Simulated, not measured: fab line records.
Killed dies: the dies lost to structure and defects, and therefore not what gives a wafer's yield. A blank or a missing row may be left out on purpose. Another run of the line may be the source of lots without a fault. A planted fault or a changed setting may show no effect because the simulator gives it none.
fab line records	flow berkeley-cmos170
record lots=5	wafers=23
route steps=331 shown M3@310
start-h: start of the lot's first displayed wafer, in hours after the record's first day	wait-h: hours since the lot's step before	" identical to the entry in the row above	L1.1+2: a row that stands for several wafers	- no value, or no start given	* or withheld: withheld	< > ~ a bound
route shown NAME@n: NAME is a module with steps in the file, n the number in the route of the first one	usual: mean/standard deviation taken from wafers without a fault	same: alike in all rows	chamber/n: place in a boat	sites: per-site readings	_std_site: the values' standard deviation	_edge_site: mean of outer sites minus mean of inner sites	radius-mm: how far each site lies from the wafer's centre	mask NAME#n: copy n	behind: the last tool/chamber to shape the wafer	hold: cause of the lot's hold/its duration in hours/its outcome	device: transistor that didn't switch, given as n, p or np	end of line: the tests these same wafers got at the end of their route	for a step that has no rows: nothing shown but its recipe	killed: count of dies lost to structure and defects at first sort (not the wafer's yield)	map: per-die view of a wafer (x killed, . not killed, _ where there is no die)
set.NAME: the setting the step ran with; set.NAME@STEP: the setting that earlier step ran with	model.NAME: the simulator's own value behind a step, which no gauge read
lots run with intentionally changed settings; tables by step, rows by wafer
## steps
# step UCB170_M3_SPUTTER_01
# recipe material=Al	target-thk-nm=900	time-s=120	power-w=6000	chamber-pressure-pa=0.5
lot.wafer	tool	chamber	start-h	wait-h	set.power-w	model.Al_of_M3_SPUTTER_01.thk-nm
L077.1	pvd-sputter-02	-	186.61	0.0	6000	895.2
L077.2	"	-	"	"	6000	915.4
L077.3	"	-	"	"	6000	898.5
L077.5	"	-	"	"	6000	897.3
L077.6	"	-	"	"	6000	900.8
L079.1	pvd-sputter-01	-	197.27	0.0	6000	900.1
L079.2	"	-	"	"	6000	902.2
L079.3	"	-	"	"	6000	892
L079.5	"	-	"	"	6264	941.4
L079.6	"	-	"	"	6264	947.5
L080.1	pvd-sputter-02	-	197.56	0.0	5317	772.9
L080.2	"	-	"	"	5317	786.8
L080.3	"	-	"	"	6000	890.3
L080.5	"	-	"	"	6000	889.8
L080.6	"	-	"	"	6000	870.5
L085.2	pvd-sputter-03	-	214.87	0.0	6000	896
L085.5	"	-	"	"	6000	871.2
L085.6	"	-	"	"	6000	878.1
L084.1	pvd-sputter-01	-	215.39	0.0	6000	920.2
L084.3	"	-	"	"	6277	935.4
L084.4	"	-	"	"	6277	939.4
L084.5	"	-	"	"	6000	916
L084.6	"	-	"	"	6277	944.8
# step UCB170_M3_RS_MEAS_02
# recipe thk-meas-gauge=four-point-probe	reads=Al_of_M3_SPUTTER_01
# usual M3_AL_RS=0.0322/0.00041
lot.wafer	tool	chamber	start-h	wait-h	set.power-w@M3_SPUTTER_01	M3_AL_RS[ohm/sq]
L077.1	film-metro-02	-	186.69	0.0	6000	0.0323
L077.2	"	-	"	"	6000	0.0316
L077.3	"	-	"	"	6000	0.0321
L077.5	"	-	"	"	6000	0.0322
L077.6	"	-	"	"	6000	0.0321
L079.1	film-metro-02	-	197.36	0.0	6000	0.0322
L079.2	"	-	"	"	6000	0.0320
L079.3	"	-	"	"	6000	0.0324
L079.5	"	-	"	"	6264	0.0307
L079.6	"	-	"	"	6264	0.0305
L080.1	film-metro-03	-	197.64	0.0	5317	0.0375
L080.2	"	-	"	"	5317	0.0369
L080.3	"	-	"	"	6000	0.0325
L080.5	"	-	"	"	6000	0.0325
L080.6	"	-	"	"	6000	0.0333
L085.2	film-metro-04	-	214.97	0.1	6000	0.0323
L085.5	"	-	"	"	6000	0.0332
L085.6	"	-	"	"	6000	0.0329
L084.1	film-metro-02	-	215.47	0.0	6000	0.0314
L084.3	"	-	"	"	6277	0.0309
L084.4	"	-	"	"	6277	0.0307
L084.5	"	-	"	"	6000	0.0316
L084.6	"	-	"	"	6277	0.0305
# step UCB170_M3_THK_MEAS_03
# recipe thk-meas-gauge=xrf	reads=Al_of_M3_SPUTTER_01
# usual M3_AL_THK=893/13
lot.wafer	tool	chamber	start-h	wait-h	set.power-w@M3_SPUTTER_01	M3_AL_THK[nm]
L077.1	film-metro-02	-	186.81	0.1	6000	892
L077.2	"	-	"	"	6000	907
L077.3	"	-	"	"	6000	896
L077.5	"	-	"	"	6000	895
L077.6	"	-	"	"	6000	898
L079.1	film-metro-02	-	197.48	0.1	6000	901
L079.2	"	-	"	"	6000	903
L079.3	"	-	"	"	6000	894
L079.5	"	-	"	"	6264	938
L079.6	"	-	"	"	6264	948
L080.1	film-metro-03	-	197.76	0.1	5317	764
L080.2	"	-	"	"	5317	776
L080.3	"	-	"	"	6000	880
L080.5	"	-	"	"	6000	882
L080.6	"	-	"	"	6000	861
L085.2	film-metro-04	-	215.08	0.1	6000	888
L085.5	"	-	"	"	6000	866
L085.6	"	-	"	"	6000	876
L084.1	film-metro-02	-	215.59	0.1	6000	921
L084.3	"	-	"	"	6277	937
L084.4	"	-	"	"	6277	937
L084.5	"	-	"	"	6000	915
L084.6	"	-	"	"	6277	947
# step UCB170_M3_EXPOSE_12
# recipe mask-id=METAL3	target-cd-nm=700	na=0.5	sigma-outer=0.6	source-shape=conventional	dose-mj=26
lot.wafer	tool	chamber	start-h	wait-h	mask	set.dose-mj
L077.1+2	krf-scanner-01	0	188.67	-	METAL3#0	26
L077.3+5+6	"	0	"	"	METAL3#0	26.51
L079.1+3+5	krf-scanner-02	0	199.65	-	METAL3#0	26
L079.2+6	"	0	"	"	METAL3#0	25.37
L080.1+6	krf-scanner-01	0	200.22	-	METAL3#0	24.25
L080.2+3+5	"	0	"	"	METAL3#0	26
L085.2+5+6	krf-scanner-02	0	216.85	-	METAL3#0	26
L084.1+3	krf-scanner-01	0	218.07	-	METAL3#0	26.83
L084.4+5+6	"	0	"	"	METAL3#0	26
# step UCB170_M3_PEB_13
# recipe peb-temp-c=130	peb-time-s=withheld	resist=KrF
# step UCB170_M3_DEVELOP_14
# recipe developer=TMAH	develop-time-s=45	resist=KrF	dev-temp-c=21
# step UCB170_M3_CD_MEAS_15
# recipe target-cd-nm=700
# usual cd-nm=700.2/1.7
lot.wafer	tool	chamber	start-h	wait-h	set.dose-mj@M3_EXPOSE_12	cd-nm
L077.1	cd-sem-01	-	189.54	-	26	698.8
L077.2	"	-	"	"	26	697.7
L077.3	"	-	"	"	26.51	694.2
L077.5	"	-	"	"	26.51	694.7
L077.6	"	-	"	"	26.51	695.3
L079.1	cd-sem-01	-	200.55	-	26	698.0
L079.2	"	-	"	"	25.37	702.2
L079.3	"	-	"	"	26	700.0
L079.5	"	-	"	"	26	698.9
L079.6	"	-	"	"	25.37	701.3
L080.1	cd-sem-02	-	201.06	-	24.25	710.4
L080.2	"	-	"	"	26	699.4
L080.3	"	-	"	"	26	698.5
L080.5	"	-	"	"	26	698.8
L080.6	"	-	"	"	24.25	711.8
L085.2	cd-sem-02	-	217.85	-	26	701.0
L085.5	"	-	"	"	26	702.0
L085.6	"	-	"	"	26	701.0
L084.1	cd-sem-01	-	219.00	-	26.83	695.3
L084.3	"	-	"	"	26.83	695.3
L084.4	"	-	"	"	26	700.9
L084.5	"	-	"	"	26	700.1
L084.6	"	-	"	"	26	700.0
# step UCB170_M3_ETCH_17
# recipe chemistry=N2/H2	target-depth-a=withheld	overetch-a=withheld	target=BARC	time-s=withheld	source-w=500	bias-w=100	pressure-mtorr=30	n2-flow-sccm=100	h2-flow-sccm=200
lot.wafer	tool	chamber	start-h	wait-h	set.dose-mj@M3_EXPOSE_12	model.M3.cd-nm
L077.1	rie-diel-02	3	189.70	0.0	26	697.2
L077.2	"	0	"	"	26	698.3
L077.3	"	1	"	"	26.51	695.5
L077.5	"	1	"	"	26.51	695.9
L077.6	"	0	"	"	26.51	695.3
L079.1	rie-diel-01	0	200.71	0.0	26	699.1
L079.2	"	1	"	"	25.37	701.3
L079.3	"	2	"	"	26	698.8
L079.5	"	0	"	"	26	699.7
L079.6	"	1	"	"	25.37	700.7
L080.1	rie-diel-02	1	201.22	0.0	24.25	710.9
L080.2	"	2	"	"	26	697.7
L080.3	"	0	"	"	26	699.3
L080.5	"	1	"	"	26	699.4
L080.6	"	0	"	"	24.25	711.9
L085.2	rie-diel-02	3	218.02	0.0	26	700.4
L085.5	"	3	"	"	26	701
L085.6	"	2	"	"	26	700.3
L084.1	rie-diel-04	0	219.16	0.0	26.83	695.8
L084.3	"	1	"	"	26.83	695.2
L084.4	"	3	"	"	26	702.1
L084.5	"	1	"	"	26	700
L084.6	"	0	"	"	26	700.5
# step UCB170_M3_METAL_ETCH_18
# recipe chemistry=Cl2/BCl3	target=Al	stop-on=SiO2	pressure-mtorr=12	target-depth-a=11700	over-etch-frac=0.3113	time-s=195	icp-w=600	bias-w=120	Cl2_flow_sccm=90	bcl3-flow-sccm=45
lot.wafer	tool	chamber	start-h	wait-h	set.dose-mj@M3_EXPOSE_12	model.M3.cd-nm
L077.1	rie-metal-04	0	189.74	-	26	704.3
L077.2	"	1	"	"	26	705.3
L077.3	"	1	"	"	26.51	699.7
L077.5	"	0	"	"	26.51	702.4
L077.6	"	1	"	"	26.51	699.9
L079.1	rie-metal-04	1	200.75	-	26	706.1
L079.2	"	0	"	"	25.37	711
L079.3	"	1	"	"	26	707
L079.5	"	1	"	"	26	705.6
L079.6	"	0	"	"	25.37	708.8
L080.1	rie-metal-02	0	201.26	-	24.25	710.5
L080.2	"	1	"	"	26	691.7
L080.3	"	1	"	"	26	691.3
L080.5	"	1	"	"	26	691
L080.6	"	0	"	"	24.25	707.5
L085.2	rie-metal-02	0	218.06	-	26	701.8
L085.5	"	1	"	"	26	699
L085.6	"	0	"	"	26	697.5
L084.1	rie-metal-04	0	219.20	-	26.83	701.9
L084.3	"	0	"	"	26.83	700.1
L084.4	"	1	"	"	26	702.7
L084.5	"	0	"	"	26	706.3
L084.6	"	1	"	"	26	699.4
# step UCB170_M3_STRIP_19
# recipe chemistry=O2	power-w=400	pressure-mtorr=3500	platen-temp-c=withheld	o2-flow-sccm=400	overash-fraction=0.5
# step UCB170_M3_CD_MEAS_90
# recipe target-cd-nm=700
# usual cd-nm=701/5.3
lot.wafer	tool	chamber	start-h	wait-h	set.dose-mj@M3_EXPOSE_12	cd-nm
L077.1	cd-sem-02	-	190.07	0.1	26	704
L077.2	"	-	"	"	26	705
L077.3	"	-	"	"	26.51	700
L077.5	"	-	"	"	26.51	703
L077.6	"	-	"	"	26.51	700
L079.1	cd-sem-01	-	201.10	0.1	26	706
L079.2	"	-	"	"	25.37	711
L079.3	"	-	"	"	26	707
L079.5	"	-	"	"	26	706
L079.6	"	-	"	"	25.37	709
L080.1	cd-sem-01	-	201.58	0.1	24.25	711
L080.2	"	-	"	"	26	691
L080.3	"	-	"	"	26	691
L080.5	"	-	"	"	26	691
L080.6	"	-	"	"	24.25	707
L085.2	cd-sem-01	-	218.37	0.1	26	702
L085.5	"	-	"	"	26	699
L085.6	"	-	"	"	26	698
L084.1	cd-sem-02	-	219.49	0.1	26.83	702
L084.3	"	-	"	"	26.83	700
L084.4	"	-	"	"	26	703
L084.5	"	-	"	"	26	706
L084.6	"	-	"	"	26	699
## key
split step=UCB170_M3_SPUTTER_01	setting=power-w	stated=6000	by=wafer
response step=UCB170_M3_SPUTTER_01	reading=model.Al_of_M3_SPUTTER_01.thk-nm	change=+8.72	per=1%	r=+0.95
response step=UCB170_M3_RS_MEAS_02	reading=M3_AL_RS	change=-0.000359	per=1%	r=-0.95
response step=UCB170_M3_THK_MEAS_03	reading=M3_AL_THK	change=+8.73	per=1%	r=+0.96
split step=UCB170_M3_EXPOSE_12	setting=dose-mj	stated=26	by=wafer
response step=UCB170_M3_CD_MEAS_15	reading=cd-nm	change=-1.71	per=1%	r=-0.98
response step=UCB170_M3_ETCH_17	reading=model.M3.cd-nm	change=-1.7	per=1%	r=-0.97
response step=UCB170_M3_METAL_ETCH_18	reading=model.M3.cd-nm	change=-2.17	per=1%	r=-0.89
response step=UCB170_M3_CD_MEAS_90	reading=cd-nm	change=-2.17	per=1%	r=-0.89
